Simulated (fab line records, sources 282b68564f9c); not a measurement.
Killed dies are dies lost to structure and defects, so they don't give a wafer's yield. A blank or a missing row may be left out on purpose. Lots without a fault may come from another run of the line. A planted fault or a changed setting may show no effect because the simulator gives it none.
Which tool did it? | flow rit_cmos | 6 lots, 18 wafers sampled, at 1 step of a route of 202

WHAT THE GAUGES READ, wafer by wafer
RIT_PLDD_OVL_MEAS_06.
lot  | measured    | on         | PLDD_OVL (nm)
L467 | day 3 00:34 | overlay-02 | -0.4 -1.4 -2.0
L471 | day 3 20:05 | overlay-01 | -1.4 0.1 -1.2
L475 | day 4 15:26 | overlay-02 | 3.2 1.3 2.0
L478 | day 5 08:23 | overlay-02 | 0.1 1.9 0.0
L482 | day 6 02:30 | overlay-02 | 0.5 -1.4 -1.4
L485 | day 6 17:31 | overlay-02 | 0.1 0.3 -0.2

WHICH TOOL RAN EACH LOT (tool, then ch and the chambers of the sampled wafers, then the start)
The record holds no process step before these readings.

THE ANSWER, worked out from the rows above alone
Rule: what is usual is taken from the lots themselves. Put in order of their means at a reading, lots are off if they are a third of the lots or fewer, leave a main group of 4 or more, and stand apart from it by a gap of 3 or more times the standard deviation of the main group's means; of several such gaps the widest counts. A main group whose means are all the same, to the digits that the tables above print for the reading, isn't used. A lot without any number at a reading at which 4 lots or more have one is off too. The other lots that the step has rows for count as sound.
No lot is off at any reading shown: from this, nothing can be told.

WHAT THE SIMULATOR HAD PUT IN
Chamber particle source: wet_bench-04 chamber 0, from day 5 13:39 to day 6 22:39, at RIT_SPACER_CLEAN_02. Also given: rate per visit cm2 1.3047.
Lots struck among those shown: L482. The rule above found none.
